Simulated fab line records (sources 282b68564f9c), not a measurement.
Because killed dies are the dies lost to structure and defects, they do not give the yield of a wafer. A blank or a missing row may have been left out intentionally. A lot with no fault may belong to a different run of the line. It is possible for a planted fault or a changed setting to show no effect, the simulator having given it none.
fab line records	flow rit-cmos
[record] lots = 6	wafers = 18	last-day = 7
route steps=202 shown REOX@99 NLDD@103 PLDD@114 SPACER@125 NSD@131 M1@202
lots that met no fault: from a run of the same line without faults
start-h: the number of hours between the record's first day and the start of the first shown wafer of the lot	wait-h: hours elapsed since this lot's preceding step	" identical to the entry in the row above	L1.1+2: one row covering several wafers at once	- either no value or no given start	* or withheld: withheld	< > ~ a bound
route shown NAME@n: a module of which the file shows steps, and the number in the route of the first	usual: mean/standard deviation taken from wafers without a fault	same: alike in all rows	chamber/n: place in a boat	sites: each site's reading	_std_site: standard deviation of those values	_edge_site: outer sites' mean less inner sites'	radius-mm: how far each site lies from the wafer's centre	mask NAME#n: copy n	behind: the last tool/chamber to shape the wafer	hold: why the lot went on hold/how many hours it stayed there/how the hold came to an end	device: transistor that didn't switch, given as n, p or np	end of line: the same wafers' tests at the end of the route	step lacking rows: just its recipe	killed: not the wafer's yield, but the dies lost to structure and defects at the first sort	map: the dies of a wafer, with x for killed, . for not killed, _ for no die there
set.NAME: the setting the step ran with; set.NAME@STEP: the setting that earlier step ran with	model.NAME: the simulator's own value behind a step, which no gauge read
lots at some steps of the route; a table a step, a row a wafer
services: when a tool's chamber went out of use (start-h, in hours from the record's first day, below 0 if earlier), for how many hours, and the reason
[[steps]]
[step RIT_REOX_CLEAN_01]
[recipe] chemistry = dHF	dilution = 50:1	time-s = 30
[step RIT_REOX_CLEAN_02]
[recipe] chemistry = SC2	mix = 3:3:50	time-s = 600	temp-c = 75	dry = n2-spin
[step RIT_REOX_OXIDATION_03]
[recipe] temp-c = 900	ambient = O2	target-thk-a = 252	ox-time-s = 5580
[step RIT_REOX_THK_MEAS_04]
[recipe] reads = SiO2_of_REOX_OXIDATION_03
[usual] REOX_OXIDE_THK = 25.2/0.43
lot.wafer	tool	chamber	start-h	wait-h	REOX_OXIDE_THK[nm]
L323.3	film-metro-01	-	68.13	0.0	25.0
L323.4	"	-	"	"	25.3
L323.5	"	-	"	"	25.2
L326.1	film-metro-01	-	85.29	0.0	25.9
L326.3	"	-	"	"	25.3
L326.4	"	-	"	"	25.7
L328.1	film-metro-03	-	94.98	0.0	26.2
L328.2	"	-	"	"	26.0
L328.3	"	-	"	"	25.7
L332.2	film-metro-02	-	114.01	0.0	25.5
L332.5	"	-	"	"	25.2
L332.6	"	-	"	"	25.4
L337.1	film-metro-01	-	139.89	0.0	25.7
L337.5	"	-	"	"	25.8
L337.6	"	-	"	"	25.2
L341.1	film-metro-02	-	159.57	0.0	26.1
L341.5	"	-	"	"	25.8
L341.6	"	-	"	"	25.0
[step RIT_NLDD_HMDS_00]
[recipe] prime-time-s = 60	prime-temp-c = 140
[step RIT_NLDD_COAT_01]
[recipe] resist = NOVOLAK	spin-rpm = 3250	resist-thk-nm = 1000
[step RIT_NLDD_SOFTBAKE_02]
[recipe] resist = NOVOLAK	temp-c = 90	time-s = 60
[step RIT_NLDD_EXPOSE_03]
[recipe] mask-id = M7	na = 0.57	target-cd-nm = 40700	dose-mj = 250
[step RIT_NLDD_PEB_04]
[recipe] resist = NOVOLAK	temp-c = withheld	time-s = withheld
[step RIT_NLDD_DEVELOP_05]
[recipe] resist = NOVOLAK	develop-time-s = 50	dev-temp-c = 23
[step RIT_NLDD_OVL_MEAS_06]
[usual] NLDD_OVL = -0.3/2.2
lot.wafer	tool	chamber	start-h	wait-h	NLDD_OVL[nm]
L323.3	overlay-01	-	69.16	-	-2.7
L323.4	"	-	"	"	-2.4
L323.5	"	-	"	"	-1.5
L326.1	overlay-01	-	86.32	-	2.3
L326.3	"	-	"	"	-0.3
L326.4	"	-	"	"	-0.6
L328.1	overlay-01	-	96.15	-	0.5
L328.2	"	-	"	"	2.8
L328.3	"	-	"	"	-0.4
L332.2	overlay-02	-	114.91	-	-5.0
L332.5	"	-	"	"	-3.4
L332.6	"	-	"	"	-5.8
L337.1	overlay-02	-	140.80	-	-2.0
L337.5	"	-	"	"	-2.4
L337.6	"	-	"	"	-1.4
L341.1	overlay-01	-	160.60	-	-2.3
L341.5	"	-	"	"	-0.4
L341.6	"	-	"	"	-0.6
[step RIT_NLDD_HARDBAKE_07]
[recipe] resist = NOVOLAK	temp-c = 140	time-s = 60
[step RIT_NLDD_IMPLANT_08]
[recipe] species = P	energy-kev = 20	dose-cm2 = 5e+14	tilt-deg = 7
[usual] beam-energy-keV = 20.000/0.0066
lot.wafer	tool	chamber	start-h	wait-h	beam-energy-keV	model.implant.rp-nm	model.implant.drp-nm
L323.3	implanter-01	0	69.38	0.1	19.998	27.19	12.97
L323.4	"	0	"	"	20.000	27.19	12.97
L323.5	"	0	"	"	20.004	27.19	12.97
L326.1	implanter-01	0	86.51	0.1	13.993	20.84	10.46
L326.3	"	0	"	"	13.989	20.84	10.46
L326.4	"	0	"	"	13.997	20.84	10.46
L328.1	implanter-01	0	96.34	0.1	13.991	22.04	10.46
L328.2	"	0	"	"	14.003	22.04	10.46
L328.3	"	0	"	"	13.992	22.04	10.46
L332.2	implanter-02	0	115.12	0.1	20.001	27.34	12.97
L332.5	"	0	"	"	20.003	27.34	12.97
L332.6	"	0	"	"	19.998	27.34	12.97
L337.1	implanter-03	0	140.99	0.1	20.008	27.71	12.97
L337.5	"	0	"	"	19.999	27.71	12.97
L337.6	"	0	"	"	20.002	27.71	12.97
L341.1	implanter-03	0	160.79	0.1	19.995	27.51	12.97
L341.5	"	0	"	"	19.994	27.51	12.97
L341.6	"	0	"	"	19.991	27.51	12.97
[step RIT_NLDD_STRIP_09]
[recipe] chemistry = O2	time-s = 180	resist = NOVOLAK	platen-temp-c = withheld	power-w = 500	pressure-mtorr = 4000	o2-flow-sccm = 4000
[usual] drypump-motor-current-A = 5.6/0.37
[same] time-s = 180
lot.wafer	tool	chamber	start-h	wait-h	drypump-motor-current-A	rf-hours-counter-h
L323.3	plasma-asher-01	1	69.54	0.1	5.8	-
L323.4	"	0	"	"	5.9	-
L323.5	"	0	"	"	5.9	-
L326.1	plasma-asher-04	0	86.66	0.1	6.1	30
L326.3	"	1	"	"	5.3	-
L326.4	"	0	"	"	6.1	-
L328.1	plasma-asher-01	1	96.49	0.1	5.8	46
L328.2	"	0	"	"	5.9	46
L328.3	"	0	"	"	5.9	-
L332.2	plasma-asher-04	0	115.24	0.1	6.1	33
L332.5	"	0	"	"	6.1	-
L332.6	"	1	"	"	5.3	-
L337.1	plasma-asher-04	1	141.14	0.1	5.3	36
L337.5	"	1	"	"	5.2	-
L337.6	"	0	"	"	6.1	-
L341.1	plasma-asher-01	0	160.94	0.1	5.9	5
L341.5	"	0	"	"	5.9	-
L341.6	"	1	"	"	5.8	-
[step RIT_NLDD_TW_MEAS_10]
[usual] NLDD_TW = 2491/13
lot.wafer	tool	chamber	start-h	wait-h	NLDD_TW
L323.3	film-metro-02	-	69.68	0.1	2494
L323.4	"	-	"	"	2486
L323.5	"	-	"	"	2501
L326.1	film-metro-03	-	86.83	0.1	2237
L326.3	"	-	"	"	2239
L326.4	"	-	"	"	2238
L328.1	film-metro-04	-	96.66	0.1	2255
L328.2	"	-	"	"	2253
L328.3	"	-	"	"	2258
L332.2	film-metro-03	-	115.43	0.1	2480
L332.5	"	-	"	"	2470
L332.6	"	-	"	"	2490
L337.1	film-metro-04	-	141.31	0.1	2494
L337.5	"	-	"	"	2508
L337.6	"	-	"	"	2491
L341.1	film-metro-04	-	161.11	0.1	2506
L341.5	"	-	"	"	2516
L341.6	"	-	"	"	2502
[step RIT_PLDD_HMDS_00]
[recipe] prime-time-s = 60	prime-temp-c = 140
[step RIT_PLDD_COAT_01]
[recipe] resist = NOVOLAK	spin-rpm = 3250	resist-thk-nm = 1000
[step RIT_PLDD_SOFTBAKE_02]
[recipe] resist = NOVOLAK	temp-c = 90	time-s = 60
[step RIT_PLDD_EXPOSE_03]
[recipe] mask-id = M8	na = 0.57	target-cd-nm = 40900	dose-mj = 250
[step RIT_PLDD_PEB_04]
[recipe] resist = NOVOLAK	temp-c = withheld	time-s = withheld
[step RIT_PLDD_DEVELOP_05]
[recipe] resist = NOVOLAK	develop-time-s = 50	dev-temp-c = 23
[step RIT_PLDD_OVL_MEAS_06]
[usual] PLDD_OVL = 0.0/1.4
lot.wafer	tool	chamber	start-h	wait-h	PLDD_OVL[nm]
L323.3	overlay-01	-	70.71	-	-1.8
L323.4	"	-	"	"	-1.7
L323.5	"	-	"	"	2.8
L326.1	overlay-01	-	87.87	-	-0.5
L326.3	"	-	"	"	-0.5
L326.4	"	-	"	"	0.0
L328.1	overlay-02	-	97.57	-	-1.3
L328.2	"	-	"	"	-1.9
L328.3	"	-	"	"	-1.3
L332.2	overlay-02	-	116.47	-	-2.3
L332.5	"	-	"	"	-1.3
L332.6	"	-	"	"	-1.0
L337.1	overlay-01	-	142.22	-	1.8
L337.5	"	-	"	"	1.1
L337.6	"	-	"	"	1.9
L341.1	overlay-02	-	162.04	-	-2.0
L341.5	"	-	"	"	-0.6
L341.6	"	-	"	"	-0.7
[step RIT_PLDD_HARDBAKE_07]
[recipe] resist = NOVOLAK	temp-c = 140	time-s = 60
[step RIT_PLDD_IMPLANT_08]
[recipe] species = BF2	energy-kev = 20	dose-cm2 = 9e+14	tilt-deg = 7
[step RIT_PLDD_STRIP_09]
[recipe] chemistry = O2	time-s = 180	resist = NOVOLAK	platen-temp-c = withheld	power-w = 500	pressure-mtorr = 4000	o2-flow-sccm = 4000
[usual] drypump-motor-current-A = 5.4/0.37
[same] time-s = 180
lot.wafer	tool	chamber	start-h	wait-h	drypump-motor-current-A	rf-hours-counter-h
L323.3	plasma-asher-04	1	71.09	0.1	5.2	-
L323.4	"	0	"	"	6.1	-
L323.5	"	1	"	"	5.3	-
L326.1	plasma-asher-04	1	88.20	0.1	5.3	30
L326.3	"	1	"	"	5.3	-
L326.4	"	0	"	"	6.1	-
L328.1	plasma-asher-03	1	97.91	0.1	5.5	45
L328.2	"	0	"	"	5.1	45
L328.3	"	1	"	"	5.4	-
L332.2	plasma-asher-04	0	116.80	0.1	6.1	33
L332.5	"	0	"	"	6.1	-
L332.6	"	1	"	"	5.3	-
L337.1	plasma-asher-04	0	142.56	0.1	6.1	36
L337.5	"	0	"	"	6.1	-
L337.6	"	1	"	"	5.3	-
L341.1	plasma-asher-02	0	162.37	0.1	5.6	51
L341.5	"	1	"	"	4.9	-
L341.6	"	0	"	"	5.6	-
[step RIT_PLDD_TW_MEAS_10]
[usual] PLDD_TW = 2348/13
lot.wafer	tool	chamber	start-h	wait-h	PLDD_TW
L323.3	film-metro-04	-	71.23	0.1	2344
L323.4	"	-	"	"	2361
L323.5	"	-	"	"	2362
L326.1	film-metro-02	-	88.38	0.1	2360
L326.3	"	-	"	"	2368
L326.4	"	-	"	"	2357
L328.1	film-metro-04	-	98.09	0.1	2349
L328.2	"	-	"	"	2352
L328.3	"	-	"	"	2347
L332.2	film-metro-04	-	116.99	0.1	2351
L332.5	"	-	"	"	2342
L332.6	"	-	"	"	2351
L337.1	film-metro-03	-	142.73	0.1	2325
L337.5	"	-	"	"	2337
L337.6	"	-	"	"	2338
L341.1	film-metro-04	-	162.55	0.1	2361
L341.5	"	-	"	"	2353
L341.6	"	-	"	"	2370
[step RIT_SPACER_CLEAN_00]
[recipe] chemistry = SC1	mix = 3:3:50	time-s = 600	temp-c = 75
[step RIT_SPACER_CLEAN_01]
[recipe] chemistry = dHF	dilution = 50:1	time-s = 30
[step RIT_SPACER_CLEAN_02]
[recipe] chemistry = SC2	mix = 3:3:50	time-s = 600	temp-c = 75	dry = n2-spin
[step RIT_SPACER_CVD_03]
[recipe] material = Si3N4	target-thk-nm = 250	temp-c = 810	precursor = SiH2Cl2/NH3	time-s = 3300	pressure-mtorr = 300	sih2cl2-flow-sccm = 60	nh3-flow-sccm = 150
[step RIT_SPACER_THK_MEAS_04]
[recipe] reads = Si3N4_of_SPACER_CVD_03
[usual] SPACER_NITRIDE_THK = 251.7/2.5
lot.wafer	tool	chamber	start-h	wait-h	SPACER_NITRIDE_THK[nm]
L323.3	film-metro-04	-	73.60	0.0	249.5
L323.4	"	-	"	"	249.4
L323.5	"	-	"	"	249.5
L326.1	film-metro-02	-	92.36	0.0	251.6
L326.3	"	-	"	"	252.9
L326.4	"	-	"	"	253.8
L328.1	film-metro-02	-	102.97	0.0	252.8
L328.2	"	-	"	"	250.9
L328.3	"	-	"	"	253.3
L332.2	film-metro-04	-	119.49	0.0	252.5
L332.5	"	-	"	"	254.1
L332.6	"	-	"	"	253.3
L337.1	film-metro-01	-	145.08	0.0	249.5
L337.5	"	-	"	"	247.2
L337.6	"	-	"	"	248.2
L341.1	film-metro-02	-	164.89	0.0	252.7
L341.5	"	-	"	"	252.2
L341.6	"	-	"	"	254.5
[step RIT_SPACER_ETCHBACK_05]
[recipe] target-depth-a = 2500	SF6_flow_sccm = 30	CHF3_flow_sccm = 30	target = Si3N4	chemistry = SF6/CHF3	pressure-mtorr = 40	rf-w = 250	time-s = 240	stop-on = SiO2
[usual] CHF3_flow_sccm = 29.98/0.075	drypump-motor-current-A = 5.8/0.36	oes-product-au = 0.849/0.015	throttle-valve-pct = 10.35/0.19
[same] time-s = 240
lot.wafer	tool	chamber	start-h	wait-h	CHF3_flow_sccm	drypump-motor-current-A	oes-product-au	rf-hours-counter-h	throttle-valve-pct
L323.3	rie-diel-04	0	73.64	0.0	30.18	6.0	0.834	91	10.46
L323.4	"	2	"	"	29.98	5.4	0.853	120	10.21
L323.5	"	1	"	"	30.01	6.6	0.848	-	10.18
L326.1	rie-diel-01	1	92.42	0.1	29.91	5.4	0.859	47	10.31
L326.3	"	2	"	"	29.96	6.0	0.869	142	10.24
L326.4	"	0	"	"	30.03	5.7	0.840	40	10.59
L328.1	rie-diel-04	1	103.03	0.1	29.95	6.5	0.848	84	10.19
L328.2	"	0	"	"	29.92	6.0	0.844	91	10.48
L328.3	"	2	"	"	30.04	5.4	0.868	120	10.21
L332.2	rie-diel-04	0	119.54	0.0	30.07	6.0	0.855	92	10.48
L332.5	"	3	"	"	29.97	5.8	0.836	-	10.19
L332.6	"	0	"	"	30.04	6.0	0.849	-	10.48
L337.1	rie-diel-01	3	145.14	0.1	29.92	5.3	0.849	23	10.62
L337.5	"	0	"	"	29.94	5.7	0.823	-	10.58
L337.6	"	1	"	"	29.91	5.4	0.850	-	10.32
L341.1	rie-diel-01	2	164.95	0.1	29.95	6.0	0.870	143	10.24
L341.5	"	0	"	"	30.01	5.7	0.833	-	10.58
L341.6	"	3	"	"	29.91	5.2	0.861	-	10.62
[step RIT_NSD_HMDS_00]
[recipe] prime-time-s = 60	prime-temp-c = 140
[step RIT_NSD_COAT_01]
[recipe] resist = NOVOLAK	spin-rpm = 3250	resist-thk-nm = 1000
[step RIT_NSD_SOFTBAKE_02]
[recipe] resist = NOVOLAK	temp-c = 90	time-s = 60
[step RIT_NSD_EXPOSE_03]
[recipe] mask-id = M9	na = 0.57	target-cd-nm = 40700	dose-mj = 250
[step RIT_NSD_PEB_04]
[recipe] resist = NOVOLAK	temp-c = withheld	time-s = withheld
[step RIT_NSD_DEVELOP_05]
[recipe] resist = NOVOLAK	develop-time-s = 50	dev-temp-c = 23
[step RIT_NSD_OVL_MEAS_06]
[usual] NSD_OVL = 0.0/1.5
lot.wafer	tool	chamber	start-h	wait-h	NSD_OVL[nm]
L323.3	overlay-02	-	75.01	-	0.4
L323.4	"	-	"	"	-4.0
L323.5	"	-	"	"	-0.6
L326.1	overlay-02	-	93.42	-	-2.4
L326.3	"	-	"	"	-1.9
L326.4	"	-	"	"	0.4
L328.1	overlay-01	-	104.15	-	-1.1
L328.2	"	-	"	"	0.3
L328.3	"	-	"	"	1.5
L332.2	overlay-01	-	120.67	-	1.2
L332.5	"	-	"	"	1.5
L332.6	"	-	"	"	3.0
L337.1	overlay-02	-	146.26	-	1.4
L337.5	"	-	"	"	0.0
L337.6	"	-	"	"	-0.4
L341.1	overlay-02	-	166.08	-	2.1
L341.5	"	-	"	"	2.4
L341.6	"	-	"	"	2.7
[step RIT_NSD_HARDBAKE_07]
[recipe] resist = NOVOLAK	temp-c = 140	time-s = 60
[step RIT_NSD_IMPLANT_08]
[recipe] species = P	energy-kev = 25	dose-cm2 = 1e+15	tilt-deg = 7
[step RIT_NSD_STRIP_09]
[recipe] chemistry = O2	time-s = 180	resist = NOVOLAK	platen-temp-c = withheld	power-w = 500	pressure-mtorr = 4000	o2-flow-sccm = 4000
[usual] drypump-motor-current-A = 5.6/0.36
[same] time-s = 180
lot.wafer	tool	chamber	start-h	wait-h	drypump-motor-current-A	rf-hours-counter-h
L323.3	plasma-asher-03	1	75.57	0.1	5.5	-
L323.4	"	0	"	"	5.1	-
L323.5	"	0	"	"	5.1	-
L326.1	plasma-asher-01	0	93.76	0.1	5.9	46
L326.3	"	0	"	"	5.9	-
L326.4	"	1	"	"	5.8	-
L328.1	plasma-asher-01	1	104.49	0.1	5.8	47
L328.2	"	0	"	"	5.9	47
L328.3	"	1	"	"	5.8	-
L332.2	plasma-asher-03	1	121.00	0.1	5.5	48
L332.5	"	0	"	"	5.2	-
L332.6	"	1	"	"	5.5	-
L337.1	plasma-asher-03	1	146.60	0.1	5.5	51
L337.5	"	1	"	"	5.5	-
L337.6	"	0	"	"	5.1	-
L341.1	plasma-asher-01	1	166.41	0.1	5.8	6
L341.5	"	0	"	"	5.9	-
L341.6	"	1	"	"	5.8	-
[step RIT_SDANNEAL_RS_MEAS_07]
[recipe] thk-meas-gauge = four-point-probe
[usual] NLDD_RS = 151.6/0.48
lot.wafer	tool	chamber	start-h	wait-h	NLDD_RS[ohm/sq]
L323.3	film-metro-03	-	78.29	0.1	151.8
L323.4	"	-	"	"	151.6
L323.5	"	-	"	"	151.6
L326.1	film-metro-02	-	96.36	0.1	156.4
L326.3	"	-	"	"	157.0
L326.4	"	-	"	"	156.5
L328.1	film-metro-03	-	107.16	0.1	158.0
L328.2	"	-	"	"	158.1
L328.3	"	-	"	"	158.0
L332.2	film-metro-02	-	123.64	0.1	151.5
L332.5	"	-	"	"	151.1
L332.6	"	-	"	"	151.5
L337.1	film-metro-02	-	149.33	0.1	150.9
L337.5	"	-	"	"	151.6
L337.6	"	-	"	"	152.3
L341.1	film-metro-03	-	169.35	0.1	152.0
L341.5	"	-	"	"	151.0
L341.6	"	-	"	"	151.9
[step RIT_M1_PROBE_99]
[usual] killed-at-front-end = 7/3.1	killed-dies = 7/3.1	killed-open = 3.5/2	killed-short = 3.3/2
[same] gross-dies = 264	killed_at_M0_to_M3 = 0	killed_at_M4_up = 0	killed-at-back-side = 0	killed-at-contacts = 0	killed-at-other = 0
lot.wafer	tool	chamber	start-h	wait-h	killed-at-front-end	killed-dies	killed-open	killed-short	model.etest.nmos_0p15.r-on-ohm-um	model.etest.nmos_0p3.r-on-ohm-um	model.etest.nldd.rs-ohm-sq	model.etest.nmos-turned.drive-ua-um	model.etest.nmos_0p15.drive-ua-um	model.etest.nldd.line-ohm-um	model.etest.nmos-narrow.drive-ua-um	model.etest.nmos_0p3.drive-ua-um
L323.3	prober-01	-	86.49	0.2	2	2	1	1	1177	2222	386.4	313.3	454.1	119	226.1	219.9
L323.4	prober-01	-	86.54	0.2	4	4	2	2	1193	2216	394.5	306.9	449.1	124.6	229.2	223.5
L323.5	prober-01	-	86.59	0.2	5	5	4	1	1171	2192	390.8	313.1	461.3	121.8	229.3	225.4
L326.1	prober-02	-	103.42	0.1	5	5	2	3	1599	2629	717.6	164	373.5	224.5	205.5	204.5
L326.3	prober-02	-	103.52	0.2	8	8	4	4	1504	2527	682.2	178.8	382.5	217.6	202.5	205.2
L326.4	prober-02	-	103.57	0.2	5	5	3	2	1574	2558	710	166.8	369.3	220.4	204.8	205
L328.1	prober-02	-	114.13	0.1	3	3	2	1	1512	2542	650.3	173.4	380.1	202.3	206.7	207.1
L328.2	prober-02	-	114.18	0.1	5	5	3	2	1480	2491	643.2	178.7	383.9	200.8	209.2	208.9
L328.3	prober-02	-	114.23	0.2	0	0	0	0	1399	2444	628.4	190.3	394.3	194.9	211.4	209.6
L332.2	prober-02	-	130.65	0.1	6	6	6	0	1117	2156	395.2	320	480.8	124.6	228.1	229.9
L332.5	prober-02	-	130.80	0.2	7	7	2	5	1168	2181	382.9	321.2	474.5	123.1	229.5	231.8
L332.6	prober-02	-	130.85	0.2	6	6	2	4	1126	2128	392.1	317.6	477.6	122.3	232.1	229.3
L337.1	prober-01	-	156.59	0.1	3	3	1	2	1175	2182	387.4	312.5	461	124.1	223.6	227.4
L337.5	prober-01	-	156.79	0.2	4	4	1	3	1211	2221	389.5	310.6	451.5	122.6	220.4	221.8
L337.6	prober-01	-	156.84	0.2	6	6	4	2	1229	2248	379.5	320	453.7	122.8	221.8	223.7
L341.1	prober-01	-	176.22	0.1	4	4	0	4	1185	2179	404.6	295.9	454.1	125.9	226.9	225.7
L341.5	prober-01	-	176.42	0.2	11	11	9	2	1138	2155	395.6	313.1	467.6	124.4	227.8	227
L341.6	prober-01	-	176.47	0.2	11	11	6	5	1113	2128	379.1	327.6	469.5	120.5	226.2	227.9
// killed by level:class
L323.3 GATE:geometric-particle:open=1 REOX:geometric-particle:short=1
L323.4 GATE:geometric-particle:short=1 GATE:geometric-particle:open=1 REOX:geometric-particle:open=1 REOX:geometric-particle:short=1
L323.5 GATE:geometric-particle:open=2 GATE:geometric-particle:short=1 REOX:geometric-particle:open=1 SILICIDE:geometric-particle:open=1
L326.1 GATE:geometric-particle:short=2 FOX1:geometric-particle:short=1 REOX:geometric-particle:open=1 SPACER:geometric-particle:open=1
L326.3 GATE:geometric-particle:short=3 GATE:geometric-particle:open=2 FOX1:geometric-particle:short=1 FOX1:geometric-particle:open=1 REOX:geometric-particle:open=1
L326.4 FOX2:geometric-particle:open=2 FOX1:geometric-particle:short=1 SPACER:geometric-particle:open=1 SPACER:geometric-particle:short=1
L328.1 FOX2:geometric-particle:open=1 SPACER:geometric-particle:open=1 SPACER:geometric-particle:short=1
L328.2 SPACER:geometric-particle:open=2 ACTIVE:geometric-particle:short=1 FOX1:geometric-particle:short=1 FOX1:geometric-particle:open=1
L328.3
L332.2 GATE:geometric-particle:open=5 FOX1:geometric-particle:open=1
L332.5 FOX1:geometric-particle:short=1 FOX2:geometric-particle:open=1 FOX2:geometric-particle:short=1 GATE:geometric-particle:short=1 REOX:geometric-particle:short=1 SILICIDE:geometric-particle:open=1 SILICIDE:geometric-particle:short=1
L332.6 GATE:geometric-particle:open=2 SPACER:geometric-particle:short=2 GATE:geometric-particle:short=1 REOX:geometric-particle:short=1
L337.1 SILICIDE:geometric-particle:short=2 REOX:geometric-particle:open=1
L337.5 GATE:geometric-particle:short=2 GATE:geometric-particle:open=1 REOX:geometric-particle:short=1
L337.6 GATE:geometric-particle:short=2 FOX1:geometric-particle:open=1 GATE:geometric-particle:open=1 SPACER:geometric-particle:open=1 SILICIDE:geometric-particle:open=1
L341.1 GATE:geometric-particle:short=3 SPACER:geometric-particle:short=1
L341.5 FOX2:geometric-particle:open=3 GATE:geometric-particle:short=2 GATE:geometric-particle:open=2 SILICIDE:geometric-particle:open=2 FOX1:geometric-particle:open=1 REOX:geometric-particle:open=1
L341.6 GATE:geometric-particle:open=4 GATE:geometric-particle:short=4 FOX1:geometric-particle:open=1 REOX:geometric-particle:open=1 REOX:geometric-particle:short=1
[[services]]
tool	chamber	start-h	hours	kind
rie-diel-01	-	54.27	2.8	pm
rie-diel-01	1	57.85	2.4	repair
implanter-03	-	67.24	5.5	repair
plasma-asher-02	-	75.76	0.5	repair
rie-diel-01	2	78.85	6.7	repair
plasma-asher-01	-	81.88	3.2	repair
rie-diel-04	-	91.95	0.8	repair
plasma-asher-01	-	108.75	9.0	pm
plasma-asher-01	0	108.75	9.0	vent-cycle
plasma-asher-01	1	108.75	9.0	vent-cycle
plasma-asher-01	-	110.76	0.7	repair
plasma-asher-01	0	117.75	-	clean
plasma-asher-01	1	117.75	-	clean
rie-diel-01	2	117.91	7.0	repair
plasma-asher-02	-	124.14	9.8	repair
implanter-02	-	128.18	0.7	repair
rie-diel-01	-	129.66	14.6	pm
rie-diel-04	1	142.23	5.8	repair
rie-diel-04	-	146.34	1.0	repair
[[key]]
[first-sign] step = RIT_NLDD_IMPLANT_08	reading = beam-energy-keV	direction = down	sigmas = 99+	usual = 20.000	struck = 13.994
[effect] step = RIT_NLDD_TW_MEAS_10	reading = NLDD_TW	direction = down	sigmas = 19	usual = 2491	struck = 2246
[effect] step = RIT_SDANNEAL_RS_MEAS_07	reading = NLDD_RS	direction = up	sigmas = 12	usual = 151.6	struck = 157.3
[model-effect] step = RIT_NLDD_IMPLANT_08	value = implant.rp-nm	without = 27.29	struck = 21.44
[model-effect] step = RIT_M1_PROBE_99	value = etest.nmos_0p15.r-on-ohm-um	without = 1155	struck = 1511
met-at RIT_NLDD_IMPLANT_08
struck-wafers L326.1,L326.3,L326.4,L328.1,L328.2,L328.3
tester-left-out L326,L328
onset-between 69.38 86.51
[fault] kind = process-parameter-drift	tool = implanter-01	chamber = -	onset-h = 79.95	steps = RIT_NLDD_IMPLANT_08	channel = energy-kev	offset = -6	shape = step	end-h = 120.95	acts-in = these-recipes-only	stated = 20
// tester-left-out: of these lots the tester's yield and bins aren't shown, on N5 and GAA mostly nor the transistor test; their killed dies are dies lost to structure and defects alone, not to doping, threshold or leakage, so they don't give the yield
